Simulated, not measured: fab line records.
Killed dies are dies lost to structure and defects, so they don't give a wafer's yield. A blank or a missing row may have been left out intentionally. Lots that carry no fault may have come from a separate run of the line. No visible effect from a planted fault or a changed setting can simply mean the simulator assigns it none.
fab line records + flow berkeley_cmos170
record
- lots=15
- wafers=45
- last_day=12
route steps=331 shown NWELL@27 FIELD@92 PLDD@152 NLDD@164
lots untouched by any fault: they come from a run of this same line in which no faults occurred
start_h: hours from the record's opening day to when the first of the lot's shown wafers began + wait_h: hours elapsed since this lot's preceding step + " as in the row above + L1.1+2: a row that stands for several wafers + - value missing, or start not given + * or withheld: withheld + < > ~ a bound
route shown NAME@n: names a module that has steps shown in the file, with the first one's number in the route + usual: the fault-free wafers' mean and standard deviation + same: alike in all rows + chamber/n: place in a boat + sites: the reading at each site + _std_site: how widely they spread, as a standard deviation + _edge_site: outer sites' mean less inner sites' + radius_mm: how far each site lies from the wafer's centre + mask NAME#n: copy n + behind: the most recent tool/chamber to have shaped the wafer + hold: why the lot was held/for how many hours/how that ended + device: whichever transistor did not switch (one of n, p or np) + end of line: tests run on the same wafers once the route is complete + step lacking rows: just its recipe + killed: dies lost to structure and defects at the first sort, not the wafer's yield + map: the dies of a wafer, with x for killed, . for not killed, _ for no die there
set.NAME: setting as actually run; set.NAME@STEP: the setting as run at that earlier step + model.NAME: the simulator's own value behind a step, which no gauge read
a sample of lots followed through the steps of the route, with each step as a table and each wafer as a row
services: when a tool's chamber went out of use (start_h, in hours from the record's first day, below 0 if earlier), for how many hours, and the reason
## steps
# step UCB170_NWELL_ETCH_13
# recipe
- chemistry=CH3F/Ar/O2
- target=Si3N4
- stop_on=SiO2
- CH3F_flow_sccm=20
- Ar_flow_sccm=50
- O2_flow_sccm=7
- pressure_mtorr=50
- rf_w=450
- target_depth_a=2464
- over_etch_frac=0.1
- time_s=154
# usual
- drypump_motor_current_A=5.7/0.45
- oes_product_au=0.940/0.016
- throttle_valve_pct=8.15/0.11
| lot.wafer | tool        | chamber | start_h | wait_h | drypump_motor_current_A | oes_product_au | rf_hours_counter_h | throttle_valve_pct |
|-----------|-------------|---------|---------|--------|-------------------------|----------------|--------------------|--------------------|
| L916.2    | rie_diel-01 | 0       | 37.61   | 0.0    | 5.0                     | 0.944          | 12                 | 8.13               |
| L916.3    | "           | 3       | "       | "      | 5.5                     | 0.915          | 156                | 8.32               |
| L916.4    | "           | 2       | "       | "      | 6.5                     | 0.928          | 87                 | 8.19               |
| L917.2    | rie_diel-01 | 3       | 41.19   | 0.0    | 5.5                     | 0.919          | 156                | 8.32               |
| L917.4    | "           | 0       | "       | "      | 5.1                     | 0.943          | 12                 | 8.12               |
| L917.6    | "           | 2       | "       | "      | 6.5                     | 0.938          | -                  | 8.17               |
| L919.2    | rie_diel-01 | 0       | 45.93   | 0.0    | 5.1                     | 0.938          | 12                 | 8.12               |
| L919.4    | "           | 1       | "       | "      | 5.9                     | 0.945          | 152                | 8.15               |
| L919.5    | "           | 1       | "       | "      | 5.8                     | 0.946          | -                  | 8.16               |
| L923.1    | rie_diel-04 | 0       | 64.36   | 0.0    | 5.7                     | 0.957          | 32                 | 8.29               |
| L923.5    | "           | 3       | "       | "      | 5.7                     | 0.951          | -                  | 7.97               |
| L923.6    | "           | 2       | "       | "      | 5.4                     | 0.925          | -                  | 8.19               |
| L924.1    | rie_diel-01 | 2       | 74.83   | 0.0    | 6.5                     | 0.942          | 89                 | 8.18               |
| L924.3    | "           | 1       | "       | "      | 5.9                     | 0.959          | 153                | 8.14               |
| L924.4    | "           | 3       | "       | "      | 5.5                     | 0.917          | 158                | 8.31               |
| L925.2    | rie_diel-04 | 0       | 75.05   | 0.0    | 5.7                     | 0.966          | 33                 | 8.30               |
| L925.5    | "           | 1       | "       | "      | 6.3                     | 0.925          | -                  | 8.06               |
| L925.6    | "           | 2       | "       | "      | 5.4                     | 0.924          | -                  | 8.19               |
| L926.1    | rie_diel-02 | 1       | 82.83   | 0.0    | 5.2                     | 0.937          | 103                | 7.97               |
| L926.2    | "           | 0       | "       | "      | 6.0                     | 0.974          | 29                 | 8.15               |
| L926.6    | "           | 3       | "       | "      | 5.8                     | 0.976          | -                  | 8.10               |
| L927.1    | rie_diel-02 | 2       | 87.71   | 0.0    | 5.4                     | 0.931          | 105                | 8.30               |
| L927.3    | "           | 3       | "       | "      | 5.8                     | 0.948          | 7                  | 8.09               |
| L927.6    | "           | 3       | "       | "      | 5.8                     | 0.959          | -                  | 8.10               |
| L929.2    | rie_diel-02 | 1       | 92.03   | 0.0    | 5.2                     | 0.930          | 104                | 7.97               |
| L929.4    | "           | 0       | "       | "      | 6.0                     | 0.954          | 29                 | 8.16               |
| L929.5    | "           | 1       | "       | "      | 5.2                     | 0.932          | -                  | 7.96               |
| L930.1    | rie_diel-02 | 0       | 102.53  | 0.0    | 6.1                     | 0.958          | 30                 | 8.15               |
| L930.4    | "           | 1       | "       | "      | 5.1                     | 0.933          | 104                | 7.96               |
| L930.5    | "           | 1       | "       | "      | 5.1                     | 0.931          | -                  | 7.95               |
| L934.4    | rie_diel-01 | 2       | 122.41  | 0.0    | 6.5                     | 0.934          | 91                 | 8.15               |
| L934.5    | "           | 2       | "       | "      | 6.5                     | 0.930          | -                  | 8.18               |
| L934.6    | "           | 1       | "       | "      | 5.8                     | 0.940          | -                  | 8.17               |
| L936.1    | rie_diel-04 | 3       | 126.76  | 0.0    | 5.7                     | 0.945          | 112                | 7.97               |
| L936.4    | "           | 1       | "       | "      | 6.3                     | 0.916          | 99                 | 8.05               |
| L936.5    | "           | 2       | "       | "      | 5.4                     | 0.920          | -                  | 8.19               |
| L938.1    | rie_diel-02 | 2       | 140.18  | 0.0    | 5.4                     | 0.949          | 108                | 8.29               |
| L938.2    | "           | 0       | "       | "      | 6.0                     | 0.963          | 32                 | 8.17               |
| L938.4    | "           | 1       | "       | "      | 5.2                     | 0.939          | 106                | 7.94               |
| L937.1    | rie_diel-01 | 2       | 140.30  | 0.0    | 6.5                     | 0.941          | 92                 | 8.19               |
| L937.3    | "           | 0       | "       | "      | 5.0                     | 0.947          | 17                 | 8.11               |
| L937.5    | "           | 2       | "       | "      | 6.5                     | 0.938          | -                  | 8.17               |
| L939.1    | rie_diel-04 | 1       | 143.08  | 0.0    | 6.3                     | 0.913          | 99                 | 8.06               |
| L939.2    | "           | 3       | "       | "      | 5.7                     | 0.945          | 113                | 7.96               |
| L939.5    | "           | 3       | "       | "      | 5.7                     | 0.941          | -                  | 7.96               |
# step UCB170_FIELD_ANNEAL_03
# recipe
- temp_c=1000
- time_s=1200
- ambient=N2
# usual
- spike_tc_centre_C=1001.9/1.2
- spike_tc_load_C=1023.1/1.7
- tube_center_temp_C=1000/0.09
- zone_power_source_pct=34/4.5
| lot.wafer | tool       | chamber | start_h | wait_h | spike_tc_centre_C | spike_tc_load_C | tube_center_temp_C | zone_power_source_pct |
|-----------|------------|---------|---------|--------|-------------------|-----------------|--------------------|-----------------------|
| L916.2    | furnace-01 | 0       | 94.38   | 1.3    | 1003.0            | 1024.3          | 999.93             | 31                    |
| L916.3    | "          | 0       | "       | "      | 1003.2            | 1023.4          | 999.87             | 31                    |
| L916.4    | "          | 0       | "       | "      | 1001.3            | 1023.9          | 999.98             | 31                    |
| L917.2    | furnace-01 | 0       | 94.38   | 1.3    | 1000.6            | 1025.5          | 1000               | 31                    |
| L917.4    | "          | 0       | "       | "      | 1000.9            | 1023.1          | 1000               | 31                    |
| L917.6    | "          | 0       | "       | "      | 1000.8            | 1026.1          | 1000.1             | 31                    |
| L919.2    | furnace-01 | 0       | 99.76   | 2.4    | 1000.4            | 1024.7          | 1000               | 31                    |
| L919.4    | "          | 0       | "       | "      | 1000.0            | 1024.4          | 1000               | 30                    |
| L919.5    | "          | 0       | "       | "      | 1002.1            | 1024.8          | 1000               | 31                    |
| L923.1    | furnace-01 | 0       | 117.74  | 2.8    | 1001.2            | 1023.3          | 1000.1             | 30                    |
| L923.5    | "          | 0       | "       | "      | 1001.1            | 1025.3          | 1000.1             | 30                    |
| L923.6    | "          | 0       | "       | "      | 1002.6            | 1025.4          | 1000               | 31                    |
| L924.1    | furnace-01 | 0       | 131.65  | 3.1    | 1000.6            | 1024.9          | 1000               | 31                    |
| L924.3    | "          | 0       | "       | "      | 1002.7            | 1023.3          | 1000.1             | 31                    |
| L924.4    | "          | 0       | "       | "      | 1001.7            | 1024.8          | 1000               | 30                    |
| L925.2    | furnace-01 | 0       | 131.65  | 1.0    | 1001.7            | 1024.2          | 999.91             | 31                    |
| L925.5    | "          | 0       | "       | "      | 1001.3            | 1024.7          | 1000               | 31                    |
| L925.6    | "          | 0       | "       | "      | 1001.2            | 1025.8          | 999.95             | 30                    |
| L926.1    | furnace-02 | 0       | 137.48  | 1.5    | 1003.4            | 1021.5          | 1000.1             | 35                    |
| L926.2    | "          | 0       | "       | "      | 1000.4            | 1021.1          | 1000.1             | 34                    |
| L926.6    | "          | 0       | "       | "      | 1003.4            | 1021.2          | 999.9              | 34                    |
| L927.1    | furnace-02 | 0       | 137.48  | 1.4    | 1003.5            | 1020.5          | 999.95             | 34                    |
| L927.3    | "          | 0       | "       | "      | 1001.6            | 1022.4          | 1000.1             | 35                    |
| L927.6    | "          | 0       | "       | "      | 1002.3            | 1020.6          | 999.9              | 34                    |
| L929.2    | furnace-02 | 0       | 137.48  | 1.4    | 1003.5            | 1020.4          | 1000.1             | 34                    |
| L929.4    | "          | 0       | "       | "      | 1001.2            | 1021.3          | 1000               | 34                    |
| L929.5    | "          | 0       | "       | "      | 1002.3            | 1022.4          | 999.89             | 34                    |
| L930.1    | furnace-02 | 0       | 158.85  | 2.0    | 1002.3            | 1021.0          | 999.96             | 34                    |
| L930.4    | "          | 0       | "       | "      | 1001.7            | 1022.6          | 1000.1             | 33                    |
| L930.5    | "          | 0       | "       | "      | 1000.7            | 1023.6          | 999.95             | 34                    |
| L934.4    | furnace-04 | 0       | 180.26  | 3.0    | 1002.1            | 1023.4          | 1000.1             | 43                    |
| L934.5    | "          | 0       | "       | "      | 1002.2            | 1021.1          | 1000               | 42                    |
| L934.6    | "          | 0       | "       | "      | 1001.8            | 1022.6          | 1000               | 43                    |
| L936.1    | furnace-04 | -       | 188.84  | 4.2    | -                 | -               | -                  | -                     |
| L936.4    | "          | -       | "       | "      | -                 | -               | -                  | -                     |
| L936.5    | "          | -       | "       | "      | -                 | -               | -                  | -                     |
| L938.1    | furnace-04 | -       | 191.43  | 2.6    | -                 | -               | -                  | -                     |
| L938.2    | "          | -       | "       | "      | -                 | -               | -                  | -                     |
| L938.4    | "          | -       | "       | "      | -                 | -               | -                  | -                     |
| L937.1    | furnace-01 | -       | 200.11  | 2.7    | -                 | -               | -                  | -                     |
| L937.3    | "          | -       | "       | "      | -                 | -               | -                  | -                     |
| L937.5    | "          | -       | "       | "      | -                 | -               | -                  | -                     |
| L939.1    | furnace-01 | 0       | 200.11  | 2.7    | 1002.0            | 1022.7          | 1000               | 30                    |
| L939.2    | "          | 0       | "       | "      | 1000.3            | 1023.8          | 999.98             | 31                    |
| L939.5    | "          | 0       | "       | "      | 999.9             | 1023.4          | 999.99             | 31                    |
# step UCB170_PLDD_OVL_MEAS_07
# usual
- PLDD_OVL=-5/5.6
| lot.wafer | tool       | chamber | start_h | wait_h | PLDD_OVL[nm] |
|-----------|------------|---------|---------|--------|--------------|
| L916.2    | overlay-02 | -       | 127.68  | 0.1    | 12           |
| L916.3    | "          | -       | "       | "      | 4            |
| L916.4    | "          | -       | "       | "      | 9            |
| L919.2    | overlay-01 | -       | 127.80  | 0.1    | -3           |
| L919.4    | "          | -       | "       | "      | 0            |
| L919.5    | "          | -       | "       | "      | 3            |
| L917.2    | overlay-01 | -       | 128.28  | 0.1    | -5           |
| L917.4    | "          | -       | "       | "      | 4            |
| L917.6    | "          | -       | "       | "      | -5           |
| L923.1    | overlay-01 | -       | 149.52  | 0.1    | -3           |
| L923.5    | "          | -       | "       | "      | -5           |
| L923.6    | "          | -       | "       | "      | -10          |
| L925.2    | overlay-01 | -       | 166.33  | 0.1    | 2            |
| L925.5    | "          | -       | "       | "      | 2            |
| L925.6    | "          | -       | "       | "      | -1           |
| L927.1    | overlay-01 | -       | 167.51  | 0.1    | -1           |
| L927.3    | "          | -       | "       | "      | 3            |
| L927.6    | "          | -       | "       | "      | -3           |
| L929.2    | overlay-01 | -       | 167.92  | 0.1    | -5           |
| L929.4    | "          | -       | "       | "      | -1           |
| L929.5    | "          | -       | "       | "      | -8           |
| L926.1    | overlay-02 | -       | 168.11  | 0.1    | -4           |
| L926.2    | "          | -       | "       | "      | -16          |
| L926.6    | "          | -       | "       | "      | -13          |
| L924.1    | overlay-02 | -       | 168.73  | 0.1    | -14          |
| L924.3    | "          | -       | "       | "      | -10          |
| L924.4    | "          | -       | "       | "      | -11          |
| L930.1    | overlay-02 | -       | 190.28  | 0.1    | 4            |
| L930.4    | "          | -       | "       | "      | -3           |
| L930.5    | "          | -       | "       | "      | 0            |
| L934.4    | overlay-01 | -       | 217.32  | 0.1    | -7           |
| L934.5    | "          | -       | "       | "      | -1           |
| L934.6    | "          | -       | "       | "      | -13          |
| L939.1    | overlay-01 | -       | 238.55  | 0.1    | -21          |
| L939.2    | "          | -       | "       | "      | -5           |
| L939.5    | "          | -       | "       | "      | -4           |
# step UCB170_NLDD_CD_MEAS_06
# recipe
- target_cd_nm=1200
# usual
- cd_nm=1200.1/1.6
| lot.wafer | tool      | chamber | start_h | wait_h | cd_nm  |
|-----------|-----------|---------|---------|--------|--------|
| L916.2    | cd_sem-02 | -       | 130.15  | -      | 1203.0 |
| L916.3    | "         | -       | "       | "      | 1201.7 |
| L916.4    | "         | -       | "       | "      | 1200.3 |
| L919.2    | cd_sem-02 | -       | 130.27  | -      | 1198.7 |
| L919.4    | "         | -       | "       | "      | 1200.0 |
| L919.5    | "         | -       | "       | "      | 1198.6 |
| L917.2    | cd_sem-02 | -       | 131.03  | -      | 1199.9 |
| L917.4    | "         | -       | "       | "      | 1202.4 |
| L917.6    | "         | -       | "       | "      | 1203.4 |
| L923.1    | cd_sem-02 | -       | 152.95  | -      | 1199.5 |
| L923.5    | "         | -       | "       | "      | 1200.1 |
| L923.6    | "         | -       | "       | "      | 1200.6 |
| L925.2    | cd_sem-01 | -       | 168.87  | -      | 1199.1 |
| L925.5    | "         | -       | "       | "      | 1199.5 |
| L925.6    | "         | -       | "       | "      | 1199.2 |
| L927.1    | cd_sem-01 | -       | 169.69  | -      | 1200.6 |
| L927.3    | "         | -       | "       | "      | 1199.7 |
| L927.6    | "         | -       | "       | "      | 1200.7 |
| L929.2    | cd_sem-01 | -       | 169.95  | -      | 1200.1 |
| L929.4    | "         | -       | "       | "      | 1199.6 |
| L929.5    | "         | -       | "       | "      | 1200.4 |
| L926.1    | cd_sem-01 | -       | 170.05  | -      | 1199.7 |
| L926.2    | "         | -       | "       | "      | 1200.6 |
| L926.6    | "         | -       | "       | "      | 1200.0 |
| L924.1    | cd_sem-01 | -       | 170.29  | -      | 1202.4 |
| L924.3    | "         | -       | "       | "      | 1203.2 |
| L924.4    | "         | -       | "       | "      | 1201.1 |
| L930.1    | cd_sem-02 | -       | 191.93  | -      | 1201.7 |
| L930.4    | "         | -       | "       | "      | 1201.0 |
| L930.5    | "         | -       | "       | "      | 1202.2 |
| L934.4    | cd_sem-01 | -       | 219.09  | -      | 1198.7 |
| L934.5    | "         | -       | "       | "      | 1198.8 |
| L934.6    | "         | -       | "       | "      | 1199.0 |
| L939.1    | cd_sem-02 | -       | 241.05  | -      | 1200.4 |
| L939.2    | "         | -       | "       | "      | 1199.5 |
| L939.5    | "         | -       | "       | "      | 1200.3 |
## services
| tool        | chamber | start_h | hours | kind           |
|-------------|---------|---------|-------|----------------|
| furnace-04  | -       | 19.39   | 3.8   | pm             |
| rie_diel-02 | 2       | 47.21   | 12.6  | repair         |
| rie_diel-01 | 3       | 91.86   | 16.3  | repair         |
| rie_diel-01 | 3       | 124.84  | -     | clean          |
| rie_diel-01 | 3       | 124.84  | 24.0  | scheduled_down |
| rie_diel-01 | 3       | 124.84  | 24.0  | vent_cycle     |
| rie_diel-01 | 1       | 148.83  | -     | clean          |
| rie_diel-01 | 1       | 148.83  | 19.1  | scheduled_down |
| rie_diel-01 | 1       | 148.83  | 19.1  | vent_cycle     |
| rie_diel-04 | 0       | 158.09  | 3.2   | repair         |
| rie_diel-04 | 3       | 193.43  | 1.3   | repair         |
## key
first_sign
- step=UCB170_FIELD_ANNEAL_03
- reading=tool_record
- direction=missing
effect none on later readings
met_at UCB170_FIELD_ANNEAL_03
struck_lots L936,L937,L938
later_rows_left_out L936.1,L936.4,L936.5,L937.1,L937.3,L937.5,L938.1,L938.2,L938.4
sort_left_out L936.1,L936.4,L936.5,L937.1,L937.3,L937.5,L938.1,L938.2,L938.4
tester_left_out L936,L937,L938
not_acting_at UCB170_NWELL_ETCH_13,UCB170_PLDD_OVL_MEAS_07,UCB170_NLDD_CD_MEAS_06
onset_between 180.26 188.84
fault
- kind=skipped_step_whole
- tool=furnace-01,furnace-04
- chamber=-
- onset_h=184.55
- steps=UCB170_FIELD_ANNEAL_03
- scope=struck_lots_only
# tester_left_out: of these lots the tester's yield and bins aren't shown, on N5 and GAA mostly nor the transistor test; their killed dies are dies lost to structure and defects alone, not to doping, threshold or leakage, so they don't give the yield
# sort_left_out: the simulated sort isn't trusted on such a fault, so these wafers' sort isn't shown, and their yield isn't known
# later_rows_left_out: the simulator's readings of these wafers behind a module that went badly wrong aren't trusted and aren't shown, but for the sort
